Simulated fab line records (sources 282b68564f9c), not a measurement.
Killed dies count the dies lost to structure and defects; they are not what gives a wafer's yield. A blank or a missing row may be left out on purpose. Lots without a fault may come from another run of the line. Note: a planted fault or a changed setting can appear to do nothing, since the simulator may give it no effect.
Struck lot and sound lot, side by side :: flow rit cmos :: 43 out of 202 route steps
Sound: the wafers L784.1, L784.2, L784.4. Wafers L774.1, L774.5, L774.6 were the ones struck. The cause is named last.
Each step with rows lists, per side, the tool, then ch with its chambers, then its first start. Under that, the readings that differ: sound wafers :: struck wafers :: difference of the means :: sigmas: that difference in standard deviations of wafers without a fault.
alike: a reading whose means differ by less than 2 such deviations, as well as words and numbers matching on both sides. not compared: withheld readings; readings where some wafer has no value; bounds like >300 that might hide an equal value; numbers whose values overlap and for which the record gives no deviation.
Wherever a step has rows on one side only, a row that says differs or no value, or a row with sigmas, the two part there. Numbers that don't overlap but have no deviation are shown without sigmas and don't part them. A reading that every wafer of one side lacks parts them only if that side has two wafers or more.

RIT_GATE_CD_MEAS_16: target cd 150 nm.
  sound on cd sem-02 at day 6 06:32; struck on cd sem-01 at day 4 04:29
  alike: cd nm
RIT_GATE_OVL_MEAS_17:
  sound on overlay-02 at day 6 06:40; struck on overlay-02 at day 4 04:37
  alike: GATE_OVL
then, 1 step without rows for these wafers: RIT_GATE_HARDBAKE_18 (time 60 s).
RIT_GATE_ETCH_19: etches poly-Si in SF6/CHF3/O2, stops on SiO2, time 165 s, target depth 312.5 nm.
  sound on rie si-02 ch 1,2,3, day 6 06:50; struck on rie si-02 ch 1,2, day 4 04:53
  alike: chamber pressure mTorr, drypump motor current A, oes product au, throttle valve pct
  not compared: rf hours counter h
RIT_GATE_STRIP_20: strips in O2, time 180 s.
  sound on plasma asher-02 ch 0,1, day 6 06:57; struck on plasma asher-04 ch 0,1, day 4 04:59
  alike: chamber pressure mTorr, drypump motor current A
  not compared: rf hours counter h
RIT_GATE_CD_MEAS_90: target cd 150 nm.
  sound on cd sem-02 at day 6 07:08; struck on cd sem-02 at day 4 05:10
  alike: cd nm
then, 4 steps without rows for these wafers: RIT_REOX_CLEAN_00 (cleans in SC1, time 600 s); RIT_REOX_CLEAN_01 (cleans in dHF, time 30 s); RIT_REOX_CLEAN_02 (cleans in SC2, time 600 s); RIT_REOX_OXIDATION_03 (target thk 25.2 nm, ox time 5580 s).
RIT_REOX_THK_MEAS_04:
  sound on film metro-03 at day 6 10:37; struck on film metro-03 at day 4 08:53
  alike: REOX_OXIDE_THK
then, 1 step without rows for these wafers: RIT_NLDD_HMDS_00 (prime time 60 s).
RIT_NLDD_COAT_01: resist thk 1000 nm.
  sound on litho track-01 ch 0, day 6 10:50; struck on litho track-04, day 4 09:16
  no value came back on the struck wafers for chill plate temp C (C), dispense pressure kPa (kPa), spin speed rpm (rpm); on the sound wafers chill plate temp C (C) reads 22.99 23.32 23.18
then, 4 steps without rows for these wafers: RIT_NLDD_SOFTBAKE_02 (time 60 s); RIT_NLDD_EXPOSE_03 (exposes mask M7, target cd 40700 nm); RIT_NLDD_PEB_04; RIT_NLDD_DEVELOP_05 (develop time 50 s).
RIT_NLDD_OVL_MEAS_06:
  sound on overlay-02 at day 6 11:40; struck on overlay-02 at day 4 10:03
reading: NLDD_OVL (nm)
sound: 0.4 0.6 0.2
struck: - - -
difference: no value on the struck wafers
sigmas: 
then, 2 steps without rows for these wafers: RIT_NLDD_HARDBAKE_07 (time 60 s); RIT_NLDD_IMPLANT_08.
RIT_NLDD_STRIP_09: strips in O2, time 180 s.
  sound on plasma asher-01 ch 0,1, day 6 12:00; struck on plasma asher-03 ch 0,1, day 4 10:23
  alike: chamber pressure mTorr, drypump motor current A
  not compared: rf hours counter h
RIT_NLDD_TW_MEAS_10:
  sound on film metro-02 at day 6 12:10; struck on film metro-02 at day 4 10:34
  alike: NLDD_TW
then, 6 steps without rows for these wafers: RIT_PLDD_HMDS_00 (prime time 60 s); RIT_PLDD_COAT_01 (resist thk 1000 nm); RIT_PLDD_SOFTBAKE_02 (time 60 s); RIT_PLDD_EXPOSE_03 (exposes mask M8, target cd 40900 nm); RIT_PLDD_PEB_04; RIT_PLDD_DEVELOP_05 (develop time 50 s).
RIT_PLDD_OVL_MEAS_06:
  sound on overlay-02 at day 6 13:05; struck on overlay-01 at day 4 11:28
  alike: PLDD_OVL
then, 2 steps without rows for these wafers: RIT_PLDD_HARDBAKE_07 (time 60 s); RIT_PLDD_IMPLANT_08.
RIT_PLDD_STRIP_09: strips in O2, time 180 s.
  sound on plasma asher-01 ch 0,1, day 6 13:25; struck on plasma asher-03 ch 0,1, day 4 11:49
  alike: chamber pressure mTorr, drypump motor current A
  not compared: rf hours counter h
RIT_PLDD_TW_MEAS_10:
  sound on film metro-01 at day 6 13:35; struck on film metro-02 at day 4 11:59
reading: PLDD_TW
sound: 2350 2336 2356
struck: 2890 2869 2882
difference: +533
sigmas: +44
then, 4 steps without rows for these wafers: RIT_SPACER_CLEAN_00 (cleans in SC1, time 600 s); RIT_SPACER_CLEAN_01 (cleans in dHF, time 30 s); RIT_SPACER_CLEAN_02 (cleans in SC2, time 600 s); RIT_SPACER_CVD_03 (deposits Si3N4 from SiH2Cl2/NH3, target thk 250 nm, time 3300 s).
RIT_SPACER_THK_MEAS_04:
  sound on film metro-03 at day 6 16:55; struck on film metro-03 at day 4 15:17
reading: SPACER_NITRIDE_THK (nm)
sound: 255.5 253.9 255.9
struck: 251.3 249.0 250.8
difference: -4.7
sigmas: -2
RIT_SPACER_ETCHBACK_05: etches Si3N4 in SF6/CHF3, stops on SiO2, target depth 250 nm, time 243.6 s.
  sound on rie diel-03 ch 1,2,3, day 6 16:59; struck on rie diel-03 ch 0,1,3, day 4 15:20
  alike: chamber pressure mTorr, drypump motor current A, oes product au, throttle valve pct
  not compared: rf hours counter h
then, 3 steps without rows for these wafers: RIT_NSD_HMDS_00 (prime time 60 s); RIT_NSD_COAT_01 (resist thk 1000 nm); RIT_NSD_SOFTBAKE_02 (time 60 s).
RIT_NSD_TW_MEAS_10:
  sound on film metro-01 at day 6 18:37; struck on film metro-01 at day 4 16:59
reading: NSD_TW
sound: 3133 3154 3137
struck: 3355 3343 3357
difference: +210
sigmas: +12

## WHERE THEY PART
Last at RIT_NSD_TW_MEAS_10 as far as this record goes, first at RIT_NLDD_COAT_01.

WHY: whatever the simulator had introduced
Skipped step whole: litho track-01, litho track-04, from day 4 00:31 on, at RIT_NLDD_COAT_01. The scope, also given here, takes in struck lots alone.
